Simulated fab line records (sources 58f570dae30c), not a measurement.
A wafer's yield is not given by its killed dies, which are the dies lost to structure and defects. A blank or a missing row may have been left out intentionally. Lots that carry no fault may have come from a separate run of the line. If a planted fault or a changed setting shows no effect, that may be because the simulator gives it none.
Which tool is to blame?	flow berkeley cmos170	Sampling: 14 lots, 42 wafers, 3 of 331 route steps

## WHAT EACH GAUGE READ, for each wafer
The record holds no reading of a measuring or inspecting step that can be judged against a usual standard deviation.

## WHICH TOOL RAN EACH LOT (tool, then ch and the chambers of the sampled wafers, then the start)
lot	UCB170_ZERO_DEVELOP_05	UCB170_ZERO_ETCH_06	UCB170_ZERO_STRIP_07
L963	litho track-02 ch 0, day 2 02:00	rie diel-04 ch 1,2,3, day 2 02:08	plasma asher-03 ch 0,1, day 2 02:09
L964	litho track-04 ch 0, day 2 05:00	rie diel-04 ch 0,2,3, day 2 05:14	plasma asher-04 ch 0,1, day 2 05:15
L965	litho track-04 ch 0, day 2 10:00	rie diel-03 ch 0,3, day 2 10:59	plasma asher-04 ch 0,1, day 2 11:02
L966	litho track-04 ch 0, day 2 18:00	rie diel-03 ch 0,2, day 2 18:16	plasma asher-04 ch 0,1, day 2 18:17
L967	litho track-02 ch 0, day 2 20:00	rie diel-02 ch 0,1,3, day 2 20:40	plasma asher-04 ch 0,1, day 2 20:41
L968	litho track-02 ch 0, day 3 02:00	rie diel-04 ch 1,2,3, day 3 02:54	plasma asher-01 ch 0,1, day 3 02:56
L969	litho track-02 ch 0, day 3 05:00	rie diel-03 ch 0,1,2, day 3 05:59	plasma asher-01 ch 0,1, day 3 06:02
L978	litho track-02, day 5 03:00	rie diel-02 ch 0,2,3, day 5 03:44	plasma asher-01 ch 0,1, day 5 03:48
L979	litho track-03, day 5 10:00	rie diel-04 ch 0,1,3, day 5 10:17	plasma asher-03 ch 0,1, day 5 10:19
L980	litho track-03 ch 0, day 5 15:00	rie diel-02 ch 1,3, day 5 15:43	plasma asher-04 ch 0,1, day 5 15:47
L981	litho track-04 ch 0, day 5 19:00	rie diel-02 ch 2,3, day 5 20:02	plasma asher-04 ch 0,1, day 5 20:04
L982	litho track-02 ch 0, day 6 00:00	rie diel-02 ch 0,2,3, day 6 00:57	plasma asher-01 ch 0,1, day 6 00:58
L983	litho track-03 ch 0, day 6 04:00	rie diel-03 ch 0,3, day 6 05:02	plasma asher-03 ch 0,1, day 6 05:04
L985	litho track-04 ch 0, day 6 14:00	rie diel-02 ch 0,1,3, day 6 14:51	plasma asher-01 ch 0,1, day 6 14:52
- UCB170_ZERO_DEVELOP_05: develop time 45 s.
- UCB170_ZERO_ETCH_06: etches SiO2 in CHF3/CF4/Ar, time 12 s.
- UCB170_ZERO_STRIP_07: strips in O2.

## WHAT THE TOOLS THEMSELVES READ (means of the sampled wafers that have a number; where no wafer has one, the mark that the record gives instead)
UCB170_ZERO_DEVELOP_05. Usual: 22.98 C for chill plate temp C, sd 0.12.
lot	tool	chill plate temp C (C)	flag
L963	litho track-02	22.94	
L964	litho track-04	23.01	
L965	litho track-04	23.06	
L966	litho track-04	22.87	
L967	litho track-02	22.91	
L968	litho track-02	23.02	
L969	litho track-02	23.07	
L978	litho track-02	-	OFF
L979	litho track-03	-	OFF
L980	litho track-03	23.02	
L981	litho track-04	22.95	
L982	litho track-02	23.07	
L983	litho track-03	22.94	
L985	litho track-04	22.85	

UCB170_ZERO_ETCH_06. Usual: drypump motor current A 5.7 A, standard deviation 0.45; oes product au 0.615 a.u., standard deviation 0.011; throttle valve pct 9.26 %, standard deviation 0.16.
lot	tool	drypump motor current A (A)	oes product au (a.u.)	throttle valve pct (%)	flag
L963	rie diel-04	5.8	0.619	9.20	
L964	rie diel-04	5.9	0.612	9.08	
L965	rie diel-03	5.4	0.616	9.27	
L966	rie diel-03	5.4	0.612	9.26	
L967	rie diel-02	6.0	0.617	9.35	
L968	rie diel-04	5.8	0.619	9.22	
L969	rie diel-03	5.5	0.618	9.18	
L978	rie diel-02	5.7	0.371	9.38	OFF
L979	rie diel-04	5.6	0.381	9.13	OFF
L980	rie diel-02	6.3	0.618	9.29	
L981	rie diel-02	5.8	0.607	9.32	
L982	rie diel-02	5.6	0.611	9.40	
L983	rie diel-03	5.7	0.609	9.28	
L985	rie diel-02	6.0	0.611	9.35	

UCB170_ZERO_STRIP_07. Usual: drypump motor current A 5.6 A, standard deviation 0.49; oes product au 0.727 a.u., standard deviation 0.0046; strip time to endpoint s 21.48 s, standard deviation 0.056.
lot	tool	drypump motor current A (A)	oes product au (a.u.)	strip time to endpoint s (s)	flag
L963	plasma asher-03	5.9	0.727	21.51	
L964	plasma asher-04	6.0	0.730	21.43	
L965	plasma asher-04	6.0	0.724	21.42	
L966	plasma asher-04	5.9	0.725	21.56	
L967	plasma asher-04	6.0	0.726	21.47	
L968	plasma asher-01	5.3	0.722	21.46	
L969	plasma asher-01	5.2	0.723	21.52	
L978	plasma asher-01	5.3	0.726	21.85	OFF
L979	plasma asher-03	5.9	0.728	21.77	OFF
L980	plasma asher-04	6.0	0.731	21.56	
L981	plasma asher-04	5.9	0.723	21.48	
L982	plasma asher-01	5.3	0.727	21.42	
L983	plasma asher-03	5.9	0.728	21.54	
L985	plasma asher-01	5.2	0.727	21.45	

## THE ANSWER, worked out from the rows above alone
Rule: a lot counts as off when the mean over its wafers that have a number is more than 3 standard deviations away from the usual mean. A lot without any number at a reading at which 4 lots or more have one is off too. Any other lot the step has rows for is counted as sound. After the gauges, taken in route order, come the tools' own readings; for these a lot's mean is taken, as printed above. The first step at which some lot is off is used, and at that step the reading that is off furthest; a lot without a number counts as furthest.
Off: L978, L979, at UCB170_ZERO_DEVELOP_05 (chill plate temp C). Without a number there: L978, L979.
A tool fits if, at that step or a process step before it, it ran every lot that is off, and no sound lot after the first of them. No candidate that was tried fits.

## WHAT THE SIMULATOR HAD INSERTED
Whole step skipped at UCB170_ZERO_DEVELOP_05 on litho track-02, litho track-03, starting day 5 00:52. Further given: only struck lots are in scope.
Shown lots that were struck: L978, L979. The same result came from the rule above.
